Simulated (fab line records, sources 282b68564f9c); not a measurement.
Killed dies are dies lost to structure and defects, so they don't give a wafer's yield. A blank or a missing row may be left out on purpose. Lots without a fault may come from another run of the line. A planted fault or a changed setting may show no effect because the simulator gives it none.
fab line records | flow rit_cmos
record lots=5 wafers=15 last_day=7
route steps=202 shown REOX@102 NLDD@103 PLDD@114 SPACER@125 NSD@131 PSD@142 SDANNEAL@153
lots that met no fault: from a run of the same line without faults
start_h: hours from the record's first day to the start of the lot's first wafer shown | wait_h: hours since the lot's step before | " the same as in the row above | L1.1+2: a row that stands for several wafers | - no value, or no start given | * or withheld: withheld | < > ~ a bound
route shown NAME@n: a module of which the file shows steps, and the number in the route of the first | usual: mean/standard deviation of fault-free wafers | same: alike in all rows | chamber/n: place in a boat | sites: the reading at each site | _std_site: their standard deviation | _edge_site: outer sites' mean less inner sites' | radius_mm: how far each site lies from the wafer's centre | mask NAME#n: copy n | behind: the tool/chamber that last shaped the wafer | hold: why the lot was held/for how many hours/how that ended | device: the transistor (n, p or np) that didn't switch | end of line: the same wafers' tests at the end of the route | a step without rows: its recipe alone | killed: dies lost to structure and defects at the first sort, not the wafer's yield | map: a wafer's dies, x killed, . not, _ none there
set.NAME: the setting as run; set.NAME@STEP: as run at that earlier step | model.NAME: the simulator's own value behind a step, which no gauge read
lots at some steps of the route; a table a step, a row a wafer
services: from which hour (start_h, from the record's first day; less than 0 if before it) a tool's chamber was out of use, for how many hours, and why
## steps
# step RIT_REOX_THK_MEAS_04
# recipe reads=SiO2_of_REOX_OXIDATION_03
# usual REOX_OXIDE_THK=25.3/0.42
# columns lot.wafer tool chamber start_h wait_h REOX_OXIDE_THK[nm]
L083.1 film_metro-02 - 85.03 0.0 25.4
L083.2 " - " " 25.4
L083.6 " - " " 25.9
L089.2 film_metro-01 - 119.11 0.0 25.7
L089.5 " - " " 25.4
L089.6 " - " " 25.3
L093.1 film_metro-01 - 136.29 0.0 25.0
L093.2 " - " " 25.5
L093.6 " - " " 25.2
L096.2 film_metro-01 - 152.01 0.0 26.1
L096.3 " - " " 25.9
L096.6 " - " " 25.6
L097.1 film_metro-03 - 157.53 0.0 25.1
L097.4 " - " " 24.5
L097.6 " - " " 24.5
# step RIT_NLDD_HMDS_00
# recipe prime_time_s=60 prime_temp_c=140
# columns lot.wafer tool chamber start_h wait_h
L083.1+2+6 litho_track-04 0 85.09 0.1
L089.2+5+6 litho_track-03 0 119.18 0.1
L093.1+2+6 litho_track-01 0 136.52 0.2
L096.2+3+6 litho_track-03 0 152.31 0.3
L097.1+4+6 litho_track-01 0 157.66 0.1
# step RIT_NLDD_COAT_01
# recipe resist=NOVOLAK spin_rpm=3250 resist_thk_nm=1000
# columns lot.wafer tool chamber start_h wait_h
L083.1+2+6 litho_track-04 0 85.24 0.1
L089.2+5+6 litho_track-03 0 119.33 0.1
L093.1+2+6 litho_track-01 0 136.67 0.1
L096.2+3+6 litho_track-03 0 152.46 0.1
L097.1+4+6 litho_track-01 0 157.81 0.1
# step RIT_NLDD_SOFTBAKE_02
# recipe resist=NOVOLAK temp_c=90 time_s=60
# columns lot.wafer tool chamber start_h wait_h
L083.1+2+6 litho_track-04 0 85.39 0.1
L089.2+5+6 litho_track-03 0 119.48 0.1
L093.1+2+6 litho_track-01 0 136.82 0.1
L096.2+3+6 litho_track-03 0 152.61 0.1
L097.1+4+6 litho_track-01 0 157.96 0.1
# step RIT_NLDD_EXPOSE_03
# recipe mask_id=M7 na=0.57 target_cd_nm=40700 dose_mj=250
# columns lot.wafer tool chamber start_h wait_h mask
L083.1+2+6 iline_stepper-02 0 85.66 0.2 M7#0
L089.2+5+6 iline_stepper-01 0 119.75 0.2 M7#0
L093.1+2+6 iline_stepper-01 0 136.97 0.1 M7#0
L096.2+3+6 iline_stepper-02 0 152.88 0.2 M7#0
L097.1+4+6 iline_stepper-02 0 158.11 0.1 M7#0
# step RIT_NLDD_PEB_04
# recipe resist=NOVOLAK temp_c=withheld time_s=withheld
# columns lot.wafer tool chamber start_h wait_h
L083.1+2+6 litho_track-03 0 85.78 0.1
L089.2+5+6 litho_track-04 0 119.87 0.1
L093.1+2+6 litho_track-03 0 137.09 0.1
L096.2+3+6 litho_track-04 0 153.00 0.1
L097.1+4+6 litho_track-01 0 158.43 0.3
# step RIT_NLDD_DEVELOP_05
# recipe resist=NOVOLAK develop_time_s=50 dev_temp_c=23
# columns lot.wafer tool chamber start_h wait_h
L083.1+2+6 litho_track-03 0 - -
L089.2+5+6 litho_track-04 0 - -
L093.1+2+6 litho_track-03 0 - -
L096.2+3+6 litho_track-04 0 - -
L097.1+4+6 litho_track-01 0 - -
# step RIT_NLDD_OVL_MEAS_06
# usual NLDD_OVL=-0.6/1.2
# columns lot.wafer tool chamber start_h wait_h NLDD_OVL[nm]
L083.1 overlay-01 - 86.06 - -1.7
L083.2 " - " " -1.3
L083.6 " - " " -1.1
L089.2 overlay-01 - 120.14 - 0.6
L089.5 " - " " 0.2
L089.6 " - " " 0.3
L093.1 overlay-02 - 137.37 - 0.6
L093.2 " - " " 2.5
L093.6 " - " " 0.7
L096.2 overlay-02 - 153.26 - -2.0
L096.3 " - " " -1.4
L096.6 " - " " -0.2
L097.1 overlay-02 - 158.71 - -0.6
L097.4 " - " " -0.4
L097.6 " - " " -0.1
# step RIT_NLDD_HARDBAKE_07
# recipe resist=NOVOLAK temp_c=140 time_s=60
# columns lot.wafer tool chamber start_h wait_h
L083.1+2+6 litho_track-04 0 86.10 0.0
L089.2+5+6 litho_track-01 0 120.19 0.0
L093.1+2+6 litho_track-03 0 137.41 0.0
L096.2+3+6 litho_track-01 0 153.32 0.0
L097.1+4+6 litho_track-04 0 158.75 0.0
# step RIT_NLDD_IMPLANT_08
# recipe species=P energy_kev=20 dose_cm2=5e+14 tilt_deg=7
# columns lot.wafer tool chamber start_h wait_h
L083.1+2+6 implanter-02 0 86.25 0.1
L089.2+5+6 implanter-01 0 120.34 0.1
L093.1+2+6 implanter-01 0 137.56 0.1
L096.2+3+6 implanter-04 0 153.47 0.1
L097.1+4+6 implanter-02 0 158.90 0.1
# step RIT_NLDD_STRIP_09
# recipe chemistry=O2 time_s=180 resist=NOVOLAK platen_temp_c=withheld power_w=500 pressure_mtorr=4000 o2_flow_sccm=4000
# usual drypump_motor_current_A=5.6/0.5
# columns lot.wafer tool chamber start_h wait_h drypump_motor_current_A rf_hours_counter_h
L083.1 plasma_asher-02 0 86.40 0.1 5.4 45
L083.2 " 1 " " 5.5 45
L083.6 " 1 " " 5.5 -
L089.2 plasma_asher-01 1 120.47 0.1 4.9 33
L089.5 " 1 " " 4.9 -
L089.6 " 0 " " 5.8 -
L093.1 plasma_asher-02 1 137.71 0.1 5.5 2
L093.2 " 0 " " 5.4 2
L093.6 " 0 " " 5.4 -
L096.2 plasma_asher-01 1 153.59 0.1 4.9 36
L096.3 " 1 " " 4.9 -
L096.6 " 0 " " 5.8 -
L097.1 plasma_asher-01 1 159.05 0.1 4.9 36
L097.4 " 0 " " 5.8 -
L097.6 " 1 " " 4.9 -
# step RIT_NLDD_TW_MEAS_10
# usual NLDD_TW=2500/19
# columns lot.wafer tool chamber start_h wait_h NLDD_TW
L083.1 film_metro-01 - 86.57 0.1 2463
L083.2 " - " " 2472
L083.6 " - " " 2478
L089.2 film_metro-01 - 120.65 0.1 2489
L089.5 " - " " 2479
L089.6 " - " " 2476
L093.1 film_metro-04 - 137.88 0.1 2496
L093.2 " - " " 2502
L093.6 " - " " 2510
L096.2 film_metro-04 - 153.78 0.1 2509
L096.3 " - " " 2521
L096.6 " - " " 2512
L097.1 film_metro-04 - 159.23 0.1 2512
L097.4 " - " " 2527
L097.6 " - " " 2499
# step RIT_PLDD_HMDS_00
# recipe prime_time_s=60 prime_temp_c=140
# columns lot.wafer tool chamber start_h wait_h
L083.1+2+6 litho_track-02 0 86.63 0.1
L089.2+5+6 litho_track-04 0 120.75 0.1
L093.1+2+6 litho_track-03 0 137.94 0.1
L096.2+3+6 litho_track-03 0 153.85 0.1
L097.1+4+6 litho_track-02 0 159.29 0.1
# step RIT_PLDD_COAT_01
# recipe resist=NOVOLAK spin_rpm=3250 resist_thk_nm=1000
# columns lot.wafer tool chamber start_h wait_h
L083.1+2+6 litho_track-02 0 86.78 0.1
L089.2+5+6 litho_track-04 0 120.90 0.1
L093.1+2+6 litho_track-03 0 138.09 0.1
L096.2+3+6 litho_track-03 0 154.00 0.1
L097.1+4+6 litho_track-02 0 159.44 0.1
# step RIT_PLDD_SOFTBAKE_02
# recipe resist=NOVOLAK temp_c=90 time_s=60
# columns lot.wafer tool chamber start_h wait_h
L083.1+2+6 litho_track-02 0 86.93 0.1
L089.2+5+6 litho_track-04 0 121.05 0.1
L093.1+2+6 litho_track-03 0 138.24 0.1
L096.2+3+6 litho_track-03 0 154.15 0.1
L097.1+4+6 litho_track-02 0 159.59 0.1
# step RIT_PLDD_EXPOSE_03
# recipe mask_id=M8 na=0.57 target_cd_nm=40900 dose_mj=250
# columns lot.wafer tool chamber start_h wait_h mask
L083.1+2+6 iline_stepper-02 0 87.08 0.1 M8#0
L089.2+5+6 iline_stepper-01 0 121.32 0.2 M8#0
L093.1+2+6 iline_stepper-02 0 138.52 0.2 M8#0
L096.2+3+6 iline_stepper-01 0 154.30 0.1 M8#0
L097.1+4+6 iline_stepper-02 0 159.86 0.2 M8#0
# step RIT_PLDD_PEB_04
# recipe resist=NOVOLAK temp_c=withheld time_s=withheld
# columns lot.wafer tool chamber start_h wait_h
L083.1+2+6 litho_track-02 0 87.20 0.1
L089.2+5+6 litho_track-03 0 121.45 0.1
L093.1+2+6 litho_track-03 0 138.64 0.1
L096.2+3+6 litho_track-02 0 154.42 0.1
L097.1+4+6 litho_track-02 0 159.98 0.1
# step RIT_PLDD_DEVELOP_05
# recipe resist=NOVOLAK develop_time_s=50 dev_temp_c=23
# columns lot.wafer tool chamber start_h wait_h
L083.1+2+6 litho_track-02 0 - -
L089.2+5+6 litho_track-03 0 - -
L093.1+2+6 litho_track-03 0 - -
L096.2+3+6 litho_track-02 0 - -
L097.1+4+6 litho_track-02 0 - -
# step RIT_PLDD_OVL_MEAS_06
# usual PLDD_OVL=-1.6/1.6
# columns lot.wafer tool chamber start_h wait_h PLDD_OVL[nm]
L083.1 overlay-02 - 87.48 - -2.6
L083.2 " - " " -1.6
L083.6 " - " " -1.4
L089.2 overlay-02 - 121.71 - -3.0
L089.5 " - " " -1.4
L089.6 " - " " -0.7
L093.1 overlay-01 - 138.92 - -1.0
L093.2 " - " " -2.7
L093.6 " - " " -1.8
L096.2 overlay-01 - 154.68 - -4.3
L096.3 " - " " -4.3
L096.6 " - " " -3.2
L097.1 overlay-01 - 160.26 - -3.4
L097.4 " - " " -1.2
L097.6 " - " " -2.8
# step RIT_PLDD_HARDBAKE_07
# recipe resist=NOVOLAK temp_c=140 time_s=60
# columns lot.wafer tool chamber start_h wait_h
L083.1+2+6 litho_track-02 0 87.52 0.0
L089.2+5+6 litho_track-02 0 121.76 0.0
L093.1+2+6 litho_track-03 0 138.96 0.0
L096.2+3+6 litho_track-04 0 154.74 0.0
L097.1+4+6 litho_track-04 0 160.39 0.1
# step RIT_PLDD_IMPLANT_08
# recipe species=BF2 energy_kev=20 dose_cm2=9e+14 tilt_deg=7
# columns lot.wafer tool chamber start_h wait_h
L083.1+2+6 implanter-01 0 87.67 0.1
L089.2+5+6 implanter-02 0 121.91 0.1
L093.1+2+6 implanter-02 0 139.11 0.1
L096.2+3+6 implanter-01 0 154.89 0.1
L097.1+4+6 implanter-02 0 160.54 0.1
# step RIT_PLDD_STRIP_09
# recipe chemistry=O2 time_s=180 resist=NOVOLAK platen_temp_c=withheld power_w=500 pressure_mtorr=4000 o2_flow_sccm=4000
# usual drypump_motor_current_A=5.5/0.56
# columns lot.wafer tool chamber start_h wait_h drypump_motor_current_A rf_hours_counter_h
L083.1 plasma_asher-01 0 87.82 0.1 5.7 29
L083.2 " 1 " " 4.9 29
L083.6 " 0 " " 5.7 -
L089.2 plasma_asher-01 1 122.04 0.1 4.9 33
L089.5 " 1 " " 4.9 -
L089.6 " 0 " " 5.8 -
L093.1 plasma_asher-01 0 139.26 0.1 5.7 35
L093.2 " 1 " " 4.9 35
L093.6 " 0 " " 5.7 -
L096.2 plasma_asher-03 1 155.01 0.1 5.9 49
L096.3 " 1 " " 5.9 -
L096.6 " 0 " " 4.9 -
L097.1 plasma_asher-03 1 160.69 0.1 5.9 50
L097.4 " 0 " " 4.9 -
L097.6 " 1 " " 5.9 -
# step RIT_PLDD_TW_MEAS_10
# usual PLDD_TW=2362/16
# columns lot.wafer tool chamber start_h wait_h PLDD_TW
L083.1 film_metro-04 - 87.99 0.1 2358
L083.2 " - " " 2358
L083.6 " - " " 2356
L089.2 film_metro-03 - 122.22 0.1 2358
L089.5 " - " " 2354
L089.6 " - " " 2366
L093.1 film_metro-03 - 139.43 0.1 2361
L093.2 " - " " 2362
L093.6 " - " " 2374
L096.2 film_metro-04 - 155.20 0.1 2379
L096.3 " - " " 2363
L096.6 " - " " 2364
L097.1 film_metro-04 - 160.86 0.1 2357
L097.4 " - " " 2358
L097.6 " - " " 2370
# step RIT_SPACER_CLEAN_00
# recipe chemistry=SC1 mix=3:3:50 time_s=600 temp_c=75
# columns lot.wafer tool chamber start_h wait_h
L083.1+2+6 wet_bench-04 3 88.05 0.1
L089.2+5+6 wet_bench-03 0 122.27 0.0
L093.1+2+6 wet_bench-03 3 139.49 0.1
L096.2+3+6 wet_bench-04 1 155.25 0.0
L097.1+4+6 wet_bench-01 0 160.92 0.1
# step RIT_SPACER_CLEAN_01
# recipe chemistry=dHF dilution=50:1 time_s=30
# columns lot.wafer tool chamber start_h wait_h
L083.1+2+6 wet_bench-03 0 88.23 0.0
L089.2+5+6 wet_bench-01 0 122.45 0.0
L093.1+2+6 wet_bench-04 1 139.67 0.0
L096.2+3+6 wet_bench-03 1 155.46 0.0
L097.1+4+6 wet_bench-03 2 161.12 0.0
# step RIT_SPACER_CLEAN_02
# recipe chemistry=SC2 mix=3:3:50 time_s=600 temp_c=75 dry=n2_spin
# columns lot.wafer tool chamber start_h wait_h
L083.1+2+6 wet_bench-01 0 88.24 0.0
L089.2+5+6 wet_bench-04 1 122.47 0.0
L093.1+2+6 wet_bench-03 1 139.68 0.0
L096.2+3+6 wet_bench-01 0 155.47 0.0
L097.1+4+6 wet_bench-01 2 161.13 0.0
# step RIT_SPACER_CVD_03
# recipe material=Si3N4 target_thk_nm=250 temp_c=810 precursor=SiH2Cl2/NH3 time_s=3300 pressure_mtorr=300 sih2cl2_flow_sccm=60 nh3_flow_sccm=150
# columns lot.wafer tool chamber start_h wait_h
L083.1+2+6 lpcvd-01 0 89.24 0.8
L089.2+5+6 lpcvd-02 1 122.66 0.0
L093.1+2+6 lpcvd-01 0 140.24 0.4
L096.2+3+6 lpcvd-02 1 155.66 0.0
L097.1+4+6 lpcvd-02 1 161.32 0.0
# step RIT_SPACER_THK_MEAS_04
# recipe reads=Si3N4_of_SPACER_CVD_03
# usual SPACER_NITRIDE_THK=247.8/2.6
# columns lot.wafer tool chamber start_h wait_h SPACER_NITRIDE_THK[nm]
L083.1 film_metro-04 - 92.11 0.0 248.0
L083.2 " - " " 247.3
L083.6 " - " " 248.7
L089.2 film_metro-01 - 124.58 0.0 243.5
L089.5 " - " " 244.1
L089.6 " - " " 243.6
L093.1 film_metro-02 - 142.15 0.0 246.1
L093.2 " - " " 246.6
L093.6 " - " " 244.2
L096.2 film_metro-02 - 157.59 0.0 250.5
L096.3 " - " " 249.4
L096.6 " - " " 248.9
L097.1 film_metro-01 - 163.24 0.0 251.0
L097.4 " - " " 251.7
L097.6 " - " " 251.1
# step RIT_SPACER_ETCHBACK_05
# recipe target_depth_a=2500 SF6_flow_sccm=30 CHF3_flow_sccm=30 target=Si3N4 chemistry=SF6/CHF3 pressure_mtorr=40 rf_w=250 time_s=240 stop_on=SiO2
# usual drypump_motor_current_A=5.7/0.34 oes_product_au=0.839/0.018 throttle_valve_pct=10.34/0.2
# columns lot.wafer tool chamber start_h wait_h drypump_motor_current_A oes_product_au rf_hours_counter_h throttle_valve_pct
L083.1 rie_diel-01 0 92.17 0.1 5.6 0.867 5 10.56
L083.2 " 2 " " 6.0 0.840 86 10.29
L083.6 " 0 " " 5.6 0.865 - 10.55
L089.2 rie_diel-01 1 124.63 0.0 5.6 0.832 87 10.56
L089.5 " 3 " " 6.2 0.826 - 10.05
L089.6 " 0 " " 5.6 0.857 - 10.56
L093.1 rie_diel-02 1 142.21 0.1 5.2 0.825 28 10.28
L093.2 " 0 " " 5.9 0.815 142 10.32
L093.6 " 3 " " 5.3 0.812 - 10.58
L096.2 rie_diel-01 0 157.64 0.0 5.6 0.877 6 10.53
L096.3 " 2 " " 6.0 0.853 87 10.29
L096.6 " 1 " " 5.6 0.837 - 10.55
L097.1 rie_diel-01 3 163.30 0.1 6.2 0.849 4 10.06
L097.4 " 2 " " 6.0 0.856 87 10.32
L097.6 " 2 " " 6.0 0.854 - 10.29
# step RIT_NSD_HMDS_00
# recipe prime_time_s=60 prime_temp_c=140
# columns lot.wafer tool chamber start_h wait_h
L083.1+2+6 litho_track-01 0 92.32 0.1
L089.2+5+6 litho_track-04 0 124.81 0.1
L093.1+2+6 litho_track-02 0 142.36 0.1
L096.2+3+6 litho_track-04 0 158.01 0.3
L097.1+4+6 litho_track-01 0 163.45 0.1
# step RIT_NSD_COAT_01
# recipe resist=NOVOLAK spin_rpm=3250 resist_thk_nm=1000
# columns lot.wafer tool chamber start_h wait_h
L083.1+2+6 litho_track-01 0 92.47 0.1
L089.2+5+6 litho_track-04 0 124.96 0.1
L093.1+2+6 litho_track-02 0 142.51 0.1
L096.2+3+6 litho_track-04 0 158.16 0.1
L097.1+4+6 litho_track-01 0 163.60 0.1
# step RIT_NSD_SOFTBAKE_02
# recipe resist=NOVOLAK temp_c=90 time_s=60
# columns lot.wafer tool chamber start_h wait_h
L083.1+2+6 litho_track-01 0 92.62 0.1
L089.2+5+6 litho_track-04 0 125.11 0.1
L093.1+2+6 litho_track-02 0 142.66 0.1
L096.2+3+6 litho_track-04 0 158.31 0.1
L097.1+4+6 litho_track-01 0 163.75 0.1
# step RIT_NSD_EXPOSE_03
# recipe mask_id=M9 na=0.57 target_cd_nm=40700 dose_mj=250
# columns lot.wafer tool chamber start_h wait_h mask
L083.1+2+6 iline_stepper-02 0 92.77 0.1 M9#0
L089.2+5+6 iline_stepper-01 0 125.38 0.2 M9#0
L093.1+2+6 iline_stepper-02 0 142.81 0.1 M9#0
L096.2+3+6 iline_stepper-02 0 158.46 0.1 M9#0
L097.1+4+6 iline_stepper-02 0 163.90 0.1 M9#0
# step RIT_NSD_PEB_04
# recipe resist=NOVOLAK temp_c=withheld time_s=withheld
# columns lot.wafer tool chamber start_h wait_h
L083.1+2+6 litho_track-02 0 92.89 0.1
L089.2+5+6 litho_track-01 0 125.65 0.2
L093.1+2+6 litho_track-01 0 142.93 0.1
L096.2+3+6 litho_track-01 0 158.74 0.3
L097.1+4+6 litho_track-01 0 164.02 0.1
# step RIT_NSD_DEVELOP_05
# recipe resist=NOVOLAK develop_time_s=50 dev_temp_c=23
# columns lot.wafer tool chamber start_h wait_h
L083.1+2+6 litho_track-02 0 - -
L089.2+5+6 litho_track-01 0 - -
L093.1+2+6 litho_track-01 0 - -
L096.2+3+6 litho_track-01 0 - -
L097.1+4+6 litho_track-01 0 - -
# step RIT_NSD_OVL_MEAS_06
# usual NSD_OVL=-1.0/1.3
# columns lot.wafer tool chamber start_h wait_h NSD_OVL[nm]
L083.1 overlay-01 - 93.17 - -0.7
L083.2 " - " " -1.4
L083.6 " - " " -1.6
L089.2 overlay-01 - 125.91 - -2.0
L089.5 " - " " -0.3
L089.6 " - " " -0.6
L093.1 overlay-01 - 143.21 - -0.1
L093.2 " - " " -1.0
L093.6 " - " " -1.6
L096.2 overlay-01 - 159.00 - -1.3
L096.3 " - " " -1.0
L096.6 " - " " -1.5
L097.1 overlay-01 - 164.30 - -1.9
L097.4 " - " " -2.9
L097.6 " - " " -2.3
# step RIT_NSD_HARDBAKE_07
# recipe resist=NOVOLAK temp_c=140 time_s=60
# columns lot.wafer tool chamber start_h wait_h
L083.1+2+6 litho_track-01 0 93.21 0.0
L089.2+5+6 litho_track-04 0 126.05 0.1
L093.1+2+6 litho_track-04 0 143.25 0.0
L096.2+3+6 litho_track-04 0 159.06 0.0
L097.1+4+6 litho_track-01 0 164.34 0.0
# step RIT_NSD_IMPLANT_08
# recipe species=P energy_kev=25 dose_cm2=1e+15 tilt_deg=7
# columns lot.wafer tool chamber start_h wait_h
L083.1+2+6 implanter-04 0 93.36 0.1
L089.2+5+6 implanter-02 0 126.20 0.1
L093.1+2+6 implanter-04 0 143.40 0.1
L096.2+3+6 implanter-03 0 159.21 0.1
L097.1+4+6 implanter-03 0 164.49 0.1
# step RIT_NSD_STRIP_09
# recipe chemistry=O2 time_s=180 resist=NOVOLAK platen_temp_c=withheld power_w=500 pressure_mtorr=4000 o2_flow_sccm=4000
# usual drypump_motor_current_A=5.4/0.4
# columns lot.wafer tool chamber start_h wait_h drypump_motor_current_A rf_hours_counter_h
L083.1 plasma_asher-02 0 93.51 0.1 5.4 45
L083.2 " 1 " " 5.5 45
L083.6 " 1 " " 5.5 -
L089.2 plasma_asher-01 0 126.32 0.1 5.7 33
L089.5 " 0 " " 5.7 -
L089.6 " 1 " " 4.9 -
L093.1 plasma_asher-01 0 143.55 0.1 5.7 35
L093.2 " 1 " " 4.9 35
L093.6 " 0 " " 5.8 -
L096.2 plasma_asher-03 0 159.33 0.1 4.9 50
L096.3 " 1 " " 5.9 -
L096.6 " 1 " " 5.9 -
L097.1 plasma_asher-03 0 164.64 0.1 4.9 50
L097.4 " 1 " " 5.9 -
L097.6 " 1 " " 5.9 -
# step RIT_NSD_TW_MEAS_10
# usual NSD_TW=3135/24
# columns lot.wafer tool chamber start_h wait_h NSD_TW
L083.1 film_metro-01 - 93.68 0.1 3110
L083.2 " - " " 3098
L083.6 " - " " 3120
L089.2 film_metro-01 - 126.51 0.1 3110
L089.5 " - " " 3096
L089.6 " - " " 3102
L093.1 film_metro-01 - 143.72 0.1 3113
L093.2 " - " " 3103
L093.6 " - " " 3112
L096.2 film_metro-03 - 159.52 0.1 3130
L096.3 " - " " 3149
L096.6 " - " " 3143
L097.1 film_metro-03 - 164.81 0.1 3137
L097.4 " - " " 3124
L097.6 " - " " 3143
# step RIT_PSD_HMDS_00
# recipe prime_time_s=60 prime_temp_c=140
# columns lot.wafer tool chamber start_h wait_h
L083.1+2+6 litho_track-03 0 93.74 0.1
L089.2+5+6 litho_track-01 0 126.58 0.1
L093.1+2+6 litho_track-01 0 143.78 0.1
L096.2+3+6 litho_track-03 0 159.59 0.1
L097.1+4+6 litho_track-03 0 164.87 0.1
# step RIT_PSD_COAT_01
# recipe resist=NOVOLAK spin_rpm=3250 resist_thk_nm=1000
# columns lot.wafer tool chamber start_h wait_h
L083.1+2+6 litho_track-03 0 93.89 0.1
L089.2+5+6 litho_track-01 0 126.73 0.1
L093.1+2+6 litho_track-01 0 143.93 0.1
L096.2+3+6 litho_track-03 0 159.74 0.1
L097.1+4+6 litho_track-03 0 165.02 0.1
# step RIT_PSD_SOFTBAKE_02
# recipe resist=NOVOLAK temp_c=90 time_s=60
# columns lot.wafer tool chamber start_h wait_h
L083.1+2+6 litho_track-03 0 94.04 0.1
L089.2+5+6 litho_track-01 0 126.88 0.1
L093.1+2+6 litho_track-01 0 144.08 0.1
L096.2+3+6 litho_track-03 0 159.89 0.1
L097.1+4+6 litho_track-03 0 165.17 0.1
# step RIT_PSD_EXPOSE_03
# recipe mask_id=M10 na=0.57 target_cd_nm=40900 dose_mj=250
# columns lot.wafer tool chamber start_h wait_h mask
L083.1+2+6 iline_stepper-02 0 94.32 0.2 M10#0
L089.2+5+6 iline_stepper-02 0 127.15 0.2 M10#0
L093.1+2+6 iline_stepper-02 0 144.23 0.1 M10#0
L096.2+3+6 iline_stepper-02 0 160.03 0.1 M10#0
L097.1+4+6 iline_stepper-02 0 165.32 0.1 M10#0
# step RIT_PSD_PEB_04
# recipe resist=NOVOLAK temp_c=withheld time_s=withheld
# columns lot.wafer tool chamber start_h wait_h
L083.1+2+6 litho_track-03 0 94.44 0.1
L089.2+5+6 litho_track-02 0 127.32 0.2
L093.1+2+6 litho_track-02 0 144.35 0.1
L096.2+3+6 litho_track-03 0 160.16 0.1
L097.1+4+6 litho_track-02 0 165.44 0.1
# step RIT_PSD_DEVELOP_05
# recipe resist=NOVOLAK develop_time_s=50 dev_temp_c=23
# columns lot.wafer tool chamber start_h wait_h
L083.1+2+6 litho_track-03 0 - -
L089.2+5+6 litho_track-02 0 - -
L093.1+2+6 litho_track-02 0 - -
L096.2+3+6 litho_track-03 0 - -
L097.1+4+6 litho_track-02 0 - -
# step RIT_PSD_OVL_MEAS_06
# usual PSD_OVL=-0.9/1.2
# columns lot.wafer tool chamber start_h wait_h PSD_OVL[nm]
L083.1 overlay-01 - 94.72 - -2.5
L083.2 " - " " -2.0
L083.6 " - " " -2.6
L089.2 overlay-01 - 127.59 - -1.5
L089.5 " - " " -1.6
L089.6 " - " " -2.0
L093.1 overlay-01 - 144.63 - -1.5
L093.2 " - " " -1.6
L093.6 " - " " 0.2
L096.2 overlay-02 - 160.42 - -1.3
L096.3 " - " " -0.3
L096.6 " - " " -0.3
L097.1 overlay-02 - 165.72 - 0.5
L097.4 " - " " 0.4
L097.6 " - " " -0.3
# step RIT_PSD_HARDBAKE_07
# recipe resist=NOVOLAK temp_c=140 time_s=60
# columns lot.wafer tool chamber start_h wait_h
L083.1+2+6 litho_track-02 0 94.76 0.0
L089.2+5+6 litho_track-03 0 127.68 0.1
L093.1+2+6 litho_track-03 0 144.67 0.0
L096.2+3+6 litho_track-02 0 160.57 0.1
L097.1+4+6 litho_track-02 0 165.76 0.0
# step RIT_PSD_IMPLANT_08
# recipe species=BF2 energy_kev=27 dose_cm2=5e+15 tilt_deg=7
# columns lot.wafer tool chamber start_h wait_h
L083.1+2+6 implanter-03 0 94.91 0.1
L089.2+5+6 implanter-04 0 127.83 0.1
L093.1+2+6 implanter-04 0 144.82 0.1
L096.2+3+6 implanter-04 0 160.72 0.1
L097.1+4+6 implanter-04 0 165.91 0.1
# step RIT_PSD_STRIP_09
# recipe chemistry=O2 time_s=180 resist=NOVOLAK platen_temp_c=withheld power_w=500 pressure_mtorr=4000 o2_flow_sccm=4000
# usual drypump_motor_current_A=5.6/0.51
# columns lot.wafer tool chamber start_h wait_h drypump_motor_current_A rf_hours_counter_h
L083.1 plasma_asher-03 1 95.06 0.1 5.9 43
L083.2 " 0 " " 4.9 43
L083.6 " 1 " " 5.9 -
L089.2 plasma_asher-03 1 127.95 0.1 5.9 46
L089.5 " 0 " " 4.9 -
L089.6 " 1 " " 5.9 -
L093.1 plasma_asher-02 0 144.97 0.1 5.4 3
L093.2 " 1 " " 5.5 3
L093.6 " 0 " " 5.4 -
L096.2 plasma_asher-02 0 160.84 0.1 5.4 5
L096.3 " 0 " " 5.4 -
L096.6 " 0 " " 5.4 -
L097.1 plasma_asher-04 0 166.06 0.1 6.3 55
L097.4 " 0 " " 6.4 -
L097.6 " 1 " " 6.3 -
# step RIT_PSD_TW_MEAS_10
# usual PSD_TW=3439/28
# columns lot.wafer tool chamber start_h wait_h PSD_TW
L083.1 film_metro-04 - 95.23 0.1 3455
L083.2 " - " " 3434
L083.6 " - " " 3436
L089.2 film_metro-01 - 128.14 0.1 3417
L089.5 " - " " 3410
L089.6 " - " " 3421
L093.1 film_metro-03 - 145.14 0.1 3453
L093.2 " - " " 3443
L093.6 " - " " 3450
L096.2 film_metro-01 - 161.03 0.1 3416
L096.3 " - " " 3409
L096.6 " - " " 3407
L097.1 film_metro-01 - 166.23 0.1 3423
L097.4 " - " " 3417
L097.6 " - " " 3413
# step RIT_SDANNEAL_CLEAN_00
# recipe chemistry=SC1 mix=3:3:50 time_s=600 temp_c=75
# columns lot.wafer tool chamber start_h wait_h
L083.1+2+6 wet_bench-02 2 95.29 0.1
L089.2+5+6 wet_bench-01 0 128.19 0.0
L093.1+2+6 wet_bench-02 3 145.20 0.1
L096.2+3+6 wet_bench-04 2 161.08 0.0
L097.1+4+6 wet_bench-04 0 166.29 0.1
# step RIT_SDANNEAL_CLEAN_01
# recipe chemistry=dHF dilution=50:1 time_s=30
# columns lot.wafer tool chamber start_h wait_h
L083.1+2+6 wet_bench-01 3 95.47 0.0
L089.2+5+6 wet_bench-02 1 128.36 0.0
L093.1+2+6 wet_bench-01 2 145.40 0.0
L096.2+3+6 wet_bench-04 0 161.27 0.0
L097.1+4+6 wet_bench-02 1 166.47 0.0
# step RIT_SDANNEAL_CLEAN_02
# recipe chemistry=SC2 mix=3:3:50 time_s=600 temp_c=75 dry=n2_spin
# columns lot.wafer tool chamber start_h wait_h
L083.1+2+6 wet_bench-04 2 95.48 0.0
L089.2+5+6 wet_bench-04 2 128.38 0.0
L093.1+2+6 wet_bench-04 3 145.41 0.0
L096.2+3+6 wet_bench-04 3 161.29 0.0
L097.1+4+6 wet_bench-04 0 166.48 0.0
## services
# columns tool chamber start_h hours kind
iline_stepper-02 - 67.48 2.1 pm
iline_stepper-02 - 69.57 - consumable_replace:lamp
rie_diel-01 3 85.81 8.4 repair
iline_stepper-01 - 85.88 1.7 pm
rie_diel-02 1 97.48 7.5 repair
plasma_asher-01 - 98.37 0.4 repair
plasma_asher-01 - 103.03 2.8 pm
rie_diel-02 1 105.38 5.0 repair
plasma_asher-02 - 108.75 9.0 pm
plasma_asher-02 0 108.75 9.0 vent_cycle
plasma_asher-02 1 108.75 9.0 vent_cycle
iline_stepper-01 - 117.26 2.1 pm
plasma_asher-02 0 117.75 - clean
plasma_asher-02 1 117.75 - clean
iline_stepper-02 - 119.34 1.7 pm
rie_diel-02 3 124.14 9.1 repair
plasma_asher-04 - 125.04 2.2 repair
implanter-03 - 125.97 4.0 repair
implanter-01 - 138.64 5.4 pm
implanter-01 - 144.06 4.8 pm
rie_diel-01 2 144.34 9.7 repair
implanter-02 - 148.14 3.6 pm
implanter-02 - 152.15 3.1 repair
rie_diel-01 - 158.37 2.4 repair
## key
fault none
